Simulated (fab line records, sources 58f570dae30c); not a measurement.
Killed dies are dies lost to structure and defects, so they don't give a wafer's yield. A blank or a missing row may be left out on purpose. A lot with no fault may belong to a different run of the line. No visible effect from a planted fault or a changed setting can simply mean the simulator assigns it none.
fab line records | flow berkeley_cmos170
record: lots: 6 | wafers: 18 | last_day: 11
route steps=331 shown PFIELD@82 FIELD@89
lots that met no fault: taken from a fault-free run of the same line
start_h: the number of hours between the record's first day and the start of the first shown wafer of the lot | wait_h: hours elapsed since this lot's preceding step | " the same as in the row above | L1.1+2: a row that stands for several wafers | - value missing, or start not given | * or withheld: withheld | < > ~ a bound
route shown NAME@n: names a module that has steps shown in the file, with the first one's number in the route | usual: mean/standard deviation taken from wafers without a fault | same: alike in all rows | chamber/n: place in a boat | sites: readings site by site | _std_site: the values' standard deviation | _edge_site: inner sites' mean taken away from outer sites' mean | radius_mm: how far each site lies from the wafer's centre | mask NAME#n: copy n | behind: tool/chamber where the wafer was last shaped | hold: why the lot was held/for how many hours/how that ended | device: transistor that didn't switch, given as n, p or np | end of line: tests run on the same wafers once the route is complete | a step with no rows: only its recipe | killed: not the wafer's yield, but the dies lost to structure and defects at the first sort | map: shows each die of a wafer: x if killed, . if not, _ if none is there
set.NAME: the setting as run; set.NAME@STEP: as run at that earlier step | model.NAME: the simulator's own value behind a step, which no gauge read
lots at some steps of the route; a table a step, a row a wafer
services: from which hour (start_h, from the record's first day; less than 0 if before it) a tool's chamber was out of use, for how many hours, and why
== steps ==
step: UCB170_PFIELD_EXPOSE_03
recipe: mask_id: PFIELD | na: 0.5 | sigma_outer: 0.6 | source_shape: conventional | target_cd_nm: 1500 | dose_mj: 30
step: UCB170_PFIELD_PEB_04
recipe: peb_temp_c: 130 | peb_time_s: withheld | resist: KrF
step: UCB170_PFIELD_DEVELOP_05
recipe: developer: TMAH | develop_time_s: 45 | resist: KrF | dev_temp_c: 20.66
step: UCB170_PFIELD_OVL_MEAS_06
usual: PFIELD_OVL: 2/6.4
lot.wafer | tool       | chamber | start_h | wait_h | PFIELD_OVL[nm]
L648.1    | overlay-01 | -       | 89.05   | -      | 17
L648.2    | "          | -       | "       | "      | 7
L648.4    | "          | -       | "       | "      | 14
L649.2    | overlay-02 | -       | 97.27   | -      | 9
L649.3    | "          | -       | "       | "      | 8
L649.6    | "          | -       | "       | "      | 3
L650.3    | overlay-01 | -       | 97.96   | -      | 5
L650.4    | "          | -       | "       | "      | 4
L650.6    | "          | -       | "       | "      | 6
L651.2    | overlay-02 | -       | 105.90  | -      | 0
L651.5    | "          | -       | "       | "      | 8
L651.6    | "          | -       | "       | "      | -4
L653.2    | overlay-01 | -       | 117.80  | -      | 0
L653.5    | "          | -       | "       | "      | 3
L653.6    | "          | -       | "       | "      | -4
L664.2    | overlay-01 | -       | 173.53  | -      | 2
L664.3    | "          | -       | "       | "      | 1
L664.5    | "          | -       | "       | "      | -2
step: UCB170_PFIELD_IMPLANT_07
recipe: species: B | dose_cm2: 2e+13 | energy_kev: 80 | tilt_deg: 7
step: UCB170_PFIELD_STRIP_08
recipe: chemistry: O2 | power_w: 400 | pressure_mtorr: 3500 | platen_temp_c: withheld | o2_flow_sccm: 400 | overash_fraction: 0.5
usual: drypump_motor_current_A: 5.6/0.47 | oes_product_au: 0.735/0.0042 | strip_time_to_endpoint_s: 21.63/0.06
lot.wafer | tool            | chamber | start_h | wait_h | drypump_motor_current_A | oes_product_au | rf_hours_counter_h | strip_time_to_endpoint_s
L648.1    | plasma_asher-01 | 1       | 89.24   | 0.1    | 5.2                     | 0.733          | 37                 | 21.68
L648.2    | "               | 0       | "       | "      | 5.3                     | 0.741          | 37                 | 21.73
L648.4    | "               | 1       | "       | "      | 5.2                     | 0.729          | -                  | 21.71
L649.2    | plasma_asher-03 | 1       | 97.45   | 0.1    | 5.1                     | 0.739          | 32                 | 21.71
L649.3    | "               | 1       | "       | "      | 5.0                     | 0.735          | -                  | 21.72
L649.6    | "               | 0       | "       | "      | 6.3                     | 0.729          | -                  | 21.64
L650.3    | plasma_asher-01 | 0       | 98.17   | 0.1    | 5.3                     | 0.733          | -                  | 21.62
L650.4    | "               | 1       | "       | "      | 5.2                     | 0.732          | -                  | 21.54
L650.6    | "               | 0       | "       | "      | 5.3                     | 0.727          | -                  | 21.53
L651.2    | plasma_asher-04 | 1       | 106.08  | 0.1    | 6.1                     | 0.737          | 40                 | 21.62
L651.5    | "               | 1       | "       | "      | 6.1                     | 0.745          | -                  | 21.74
L651.6    | "               | 0       | "       | "      | 5.8                     | 0.739          | -                  | 21.66
L653.2    | plasma_asher-01 | 1       | 117.98  | 0.1    | 5.2                     | 0.729          | 0                  | 21.61
L653.5    | "               | 1       | "       | "      | 5.2                     | 0.737          | -                  | 21.69
L653.6    | "               | 0       | "       | "      | 5.3                     | 0.726          | -                  | 21.63
L664.2    | plasma_asher-03 | 0       | 173.71  | 0.1    | 6.3                     | 0.731          | 41                 | 21.56
L664.3    | "               | 0       | "       | "      | 6.3                     | 0.745          | -                  | 21.58
L664.5    | "               | 1       | "       | "      | 5.0                     | 0.735          | -                  | 21.52
step: UCB170_PFIELD_TW_MEAS_09
usual: PFIELD_TW: 595/7.2
lot.wafer | tool          | chamber | start_h | wait_h | PFIELD_TW
L648.1    | film_metro-02 | -       | 89.34   | 0.1    | 593
L648.2    | "             | -       | "       | "      | 592
L648.4    | "             | -       | "       | "      | 591
L649.2    | film_metro-04 | -       | 97.56   | 0.1    | 585
L649.3    | "             | -       | "       | "      | 587
L649.6    | "             | -       | "       | "      | 584
L650.3    | film_metro-04 | -       | 98.27   | 0.1    | 589
L650.4    | "             | -       | "       | "      | 587
L650.6    | "             | -       | "       | "      | 587
L651.2    | film_metro-04 | -       | 106.19  | 0.1    | 584
L651.5    | "             | -       | "       | "      | 585
L651.6    | "             | -       | "       | "      | 583
L653.2    | film_metro-03 | -       | 118.09  | 0.1    | 604
L653.5    | "             | -       | "       | "      | 606
L653.6    | "             | -       | "       | "      | 604
L664.2    | film_metro-04 | -       | 173.82  | 0.1    | 589
L664.3    | "             | -       | "       | "      | 590
L664.5    | "             | -       | "       | "      | 589
step: UCB170_FIELD_CLEAN_00
recipe: chemistry: dHF | dilution: 25:1 | time_s: 7.5
step: UCB170_FIELD_OXIDATION_01
recipe: temp_c: 1000 | ambient: H2O | p_h2o_torr: 584.62 | target_thk_a: 5583 | ox_time_s: 7200
step: UCB170_FIELD_THK_MEAS_02
recipe: reads: SiO2_of_FIELD_OXIDATION_01
usual: FIELD_OXIDE_THK: 554/12
lot.wafer | tool          | chamber | start_h | wait_h | FIELD_OXIDE_THK[nm]
L648.1    | film_metro-03 | -       | 94.87   | 0.0    | 558
L648.2    | "             | -       | "       | "      | 566
L648.4    | "             | -       | "       | "      | 564
L649.2    | film_metro-01 | -       | 104.27  | 0.0    | 554
L649.3    | "             | -       | "       | "      | 562
L649.6    | "             | -       | "       | "      | 565
L650.3    | film_metro-04 | -       | 104.28  | 0.0    | 544
L650.4    | "             | -       | "       | "      | 533
L650.6    | "             | -       | "       | "      | 539
L651.2    | film_metro-04 | -       | 113.34  | 0.0    | 525
L651.5    | "             | -       | "       | "      | 527
L651.6    | "             | -       | "       | "      | 531
L653.2    | film_metro-04 | -       | 125.19  | 0.0    | 539
L653.5    | "             | -       | "       | "      | 542
L653.6    | "             | -       | "       | "      | 546
L664.2    | film_metro-03 | -       | 178.65  | 0.0    | 556
L664.3    | "             | -       | "       | "      | 550
L664.5    | "             | -       | "       | "      | 547
step: UCB170_FIELD_ANNEAL_03
recipe: temp_c: 1000 | time_s: 1200 | ambient: N2
step: UCB170_FIELD_WET_ETCH_04
recipe: chemistry: dHF | dilution: 10:1 | target: SiO2 | temp_c: 25 | time_s: 60
step: UCB170_FIELD_WET_ETCH_05
recipe: chemistry: H3PO4 | target: Si3N4 | temp_c: 160 | time_s: 12600
usual: bath_guard_temp_C: 160.0/0.65 | bath_heat_duty_pct: 25.9/2
lot.wafer | tool         | chamber | start_h | wait_h | bath_guard_temp_C | bath_heat_duty_pct | model.Si3N4_of_ACTIVE_CVD_05.thk_nm | model.SiO2_of_FIELD_OXIDATION_01.thk_nm
L648.1    | wet_bench-04 | 3       | 99.93   | 0.0    | 159.9             | 26.3               | 0                                   | 492.4
L648.2    | "            | 3       | "       | "      | 159.5             | 27.5               | 0                                   | 500.5
L648.4    | "            | 3       | "       | "      | 159.8             | 27.1               | 0                                   | 498.1
L649.2    | wet_bench-01 | 3       | 109.57  | 0.0    | -                 | -                  | 211.6                               | 520.4
L649.3    | "            | 3       | "       | "      | -                 | -                  | 212.4                               | 528
L649.6    | "            | 3       | "       | "      | -                 | -                  | 210.4                               | 531.8
L650.3    | wet_bench-01 | 1       | 109.57  | 0.0    | -                 | -                  | 214.6                               | 511
L650.4    | "            | 1       | "       | "      | -                 | -                  | 213.3                               | 500.2
L650.6    | "            | 1       | "       | "      | -                 | -                  | 215                                 | 505.2
L651.2    | wet_bench-03 | 1       | 116.88  | 0.0    | 159.8             | 25.4               | 0                                   | 458
L651.5    | "            | 1       | "       | "      | 159.7             | 23.8               | 0                                   | 460.7
L651.6    | "            | 1       | "       | "      | 159.7             | 23.2               | 0                                   | 463.6
L653.2    | wet_bench-04 | 3       | 131.31  | 0.0    | 160.0             | 27.0               | 0                                   | 473.6
L653.5    | "            | 3       | "       | "      | 159.8             | 26.9               | 0                                   | 475.6
L653.6    | "            | 3       | "       | "      | 159.9             | 26.6               | 0                                   | 479.7
L664.2    | wet_bench-01 | 1       | 182.92  | 0.0    | 159.5             | 21.8               | 0                                   | 490.3
L664.3    | "            | 1       | "       | "      | 159.9             | 24.0               | 0                                   | 484.1
L664.5    | "            | 1       | "       | "      | 160.3             | 22.7               | 0                                   | 482.5
step: UCB170_FIELD_WET_ETCH_06
recipe: chemistry: BOE | dilution: 5:1 | target: SiO2 | temp_c: 25 | time_s: 22
usual: bath_heat_duty_pct: 6.1/0.65 | run_length_s: 50.2/2.8
lot.wafer | tool         | chamber | start_h | wait_h | bath_heat_duty_pct | run_length_s | model.SiO2_of_FIELD_OXIDATION_01.thk_nm
L648.1    | wet_bench-01 | 2       | 104.02  | 0.3    | 6.1                | 50.1         | 442.7
L648.2    | "            | 2       | "       | "      | 6.0                | 50.1         | 451
L648.4    | "            | 2       | "       | "      | 6.1                | 50.1         | 448.4
L649.2    | wet_bench-04 | 3       | 113.08  | 0.0    | 5.9                | 53.2         | 470.8
L649.3    | "            | 3       | "       | "      | 6.5                | 53.2         | 478.3
L649.6    | "            | 3       | "       | "      | 6.4                | 53.2         | 481.9
L650.3    | wet_bench-04 | 0       | 113.08  | 0.0    | 5.6                | 54.1         | 460.5
L650.4    | "            | 0       | "       | "      | 6.7                | 54.1         | 449.4
L650.6    | "            | 0       | "       | "      | 6.4                | 54.1         | 454.3
L651.2    | wet_bench-04 | 1       | 120.88  | 0.2    | 5.6                | 55.9         | 407.2
L651.5    | "            | 1       | "       | "      | 6.4                | 55.9         | 410.3
L651.6    | "            | 1       | "       | "      | 6.7                | 55.9         | 413.2
L653.2    | wet_bench-03 | 3       | 134.81  | 0.0    | 6.9                | 55.3         | 423.5
L653.5    | "            | 3       | "       | "      | 6.8                | 55.3         | 425.6
L653.6    | "            | 3       | "       | "      | 6.4                | 55.3         | 429.7
L664.2    | wet_bench-04 | 3       | 186.75  | 0.0    | 7.1                | 47.9         | 439.8
L664.3    | "            | 3       | "       | "      | 6.6                | 47.9         | 433.5
L664.5    | "            | 3       | "       | "      | 6.9                | 47.9         | 432
== services ==
tool            | chamber | start_h | hours | kind
plasma_asher-01 | -       | 108.78  | 9.0   | pm
plasma_asher-01 | 0       | 108.78  | 9.0   | vent_cycle
plasma_asher-01 | 1       | 108.78  | 9.0   | vent_cycle
plasma_asher-01 | 0       | 117.78  | -     | clean
plasma_asher-01 | 1       | 117.78  | -     | clean
plasma_asher-04 | -       | 124.88  | 0.6   | repair
wet_bench-04    | -       | 136.41  | 1.5   | repair
plasma_asher-01 | -       | 165.91  | 4.3   | pm
== key ==
first_sign: step: UCB170_FIELD_WET_ETCH_05 | reading: tool_record | direction: missing
effect none on later readings
model_effect: step: UCB170_FIELD_WET_ETCH_05 | value: Si3N4_of_ACTIVE_CVD_05.thk_nm | without: 0 | struck: 212.9
model_effect: step: UCB170_FIELD_WET_ETCH_06 | value: SiO2_of_FIELD_OXIDATION_01.thk_nm | without: 432.2 | struck: 465.9
met_at UCB170_FIELD_WET_ETCH_05
struck_wafers L649.2,L649.3,L649.6,L650.3,L650.4,L650.6
later_rows_left_out L649.2,L649.3,L649.6,L650.3,L650.4,L650.6
sort_left_out L649.2,L649.3,L649.6,L650.3,L650.4,L650.6
tester_left_out L649,L650
fault: kind: skipped_step_whole | tool: wet_bench-01 | chamber: - | onset_h: 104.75 | steps: UCB170_FIELD_WET_ETCH_05 | scope: struck_lots_only
tester_left_out: of these lots the tester's yield and bins aren't shown, on N5 and GAA mostly nor the transistor test; their killed dies are dies lost to structure and defects alone, not to doping, threshold or leakage, so they don't give the yield
sort_left_out: the simulated sort isn't trusted on such a fault, so these wafers' sort isn't shown, and their yield isn't known
later_rows_left_out: the simulator's readings of these wafers behind a module that went badly wrong aren't trusted and aren't shown, but for the sort
